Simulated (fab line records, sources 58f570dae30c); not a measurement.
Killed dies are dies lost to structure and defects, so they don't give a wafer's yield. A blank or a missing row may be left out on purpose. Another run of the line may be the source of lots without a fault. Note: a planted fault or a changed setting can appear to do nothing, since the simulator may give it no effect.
Comparing a struck lot with a sound one + flow berkeleyCmos170 + 14 out of 331 route steps
Sound: these wafers, L370.2, L370.5, L370.6. Wafers struck: L379.1, L379.3, L379.4. Last of all comes the cause.
For every step that has rows: the tool of each side, followed by ch and its chambers, followed by its first start. Under that, the readings that differ: sound wafers + struck wafers + difference of the means + sigmas: that difference in standard deviations of wafers without a fault.
alike: readings with means less than 2 such deviations apart, plus words and numbers identical on both sides. not compared: withheld readings, readings lacking a value on some wafer, bounds such as >300 that could conceal the same value, and numbers that have no deviation in the record and whose values overlap.
A row with sigmas, a row that says differs or no value, or rows on one side alone: a step with any of these is where the two part. Non-overlapping numbers with no deviation appear without sigmas and do not part them. A reading that every wafer of one side lacks parts them only if that side has two wafers or more.

UCB170_M2_STRIP_19: strips in O2.
  sound on plasmaAsher-01 ch 0,1, day 9 06:17; struck on plasmaAsher-04 ch 0,1, day 11 02:40
| reading                  | sound       | struck      | difference | sigmas |
|--------------------------|-------------|-------------|------------|--------|
| drypumpMotorCurrentA (A) | 6.2 6.2 5.8 | 5.1 5.4 5.1 | -0.9       | -2     |
  alike: oesProductAu
  not compared: rfHoursCounterH
UCB170_M2_CD_MEAS_90: target cd 700 nm.
  sound: cdSem-01 at day 9 06:35; struck: cdSem-02 at day 11 02:46
  alike: cdNm
UCB170_V2_CVD_00: deposits SiO2 from TEOS/O2, target thk 2000 nm, time 250 s.
  sound on pecvd-03 ch 0,2, day 9 06:41; struck on pecvd-03 ch 0,1, day 11 02:53
  alike: heaterPowerW
  not compared: sinceWetCleanH
UCB170_V2_THK_MEAS_01:
  sound: filmMetro-01 at day 9 06:54; struck: filmMetro-04 at day 11 03:03
  alike: V2_TEOS_THK
UCB170_V2_CMP_02: polishes SiO2.
  sound on cmp-01 ch 0,2,3, day 9 07:06; struck on cmp-02 ch 0,1,3, day 11 03:07
  alike: motorCurrentA, platenRpm
UCB170_V2_BOW_MEAS_03:
  sound: filmMetro-03 at day 9 07:16; struck: filmMetro-03 at day 11 03:25
  alike: V2_BOW
UCB170_V2_THK_MEAS_04:
  sound: filmMetro-03 at day 9 07:23; struck: filmMetro-03 at day 11 03:32
  alike: V2_POLISHED_THK
then, 5 steps without rows for these wafers: UCB170_V2_CLEAN_05 (cleans in DIW); UCB170_V2_HMDS_06 (prime time 60 s); UCB170_V2_COAT_07 (resist thk 900 nm); UCB170_V2_SOFTBAKE_08 (time 60 s); UCB170_V2_EXPOSE_09 (exposes mask VIA2, target cd 700 nm).
UCB170_V2_PEB_10:
  sound on lithoTrack-01 ch 0, day 9 08:53; struck on lithoTrack-03, day 11 04:28
  no value came back on the struck wafers for chillPlateTempC (C), exhaustPa (Pa), plateTempC (C); on the sound wafers chillPlateTempC (C) reads 23.05 23.00 22.96
then, 1 step without rows for these wafers: UCB170_V2_DEVELOP_11 (develop time 45 s).

== WHERE THEY PART ==
Earliest at UCB170_M2_STRIP_19; latest, in this record, at UCB170_V2_PEB_10.

WHY: what had been put in by the simulator
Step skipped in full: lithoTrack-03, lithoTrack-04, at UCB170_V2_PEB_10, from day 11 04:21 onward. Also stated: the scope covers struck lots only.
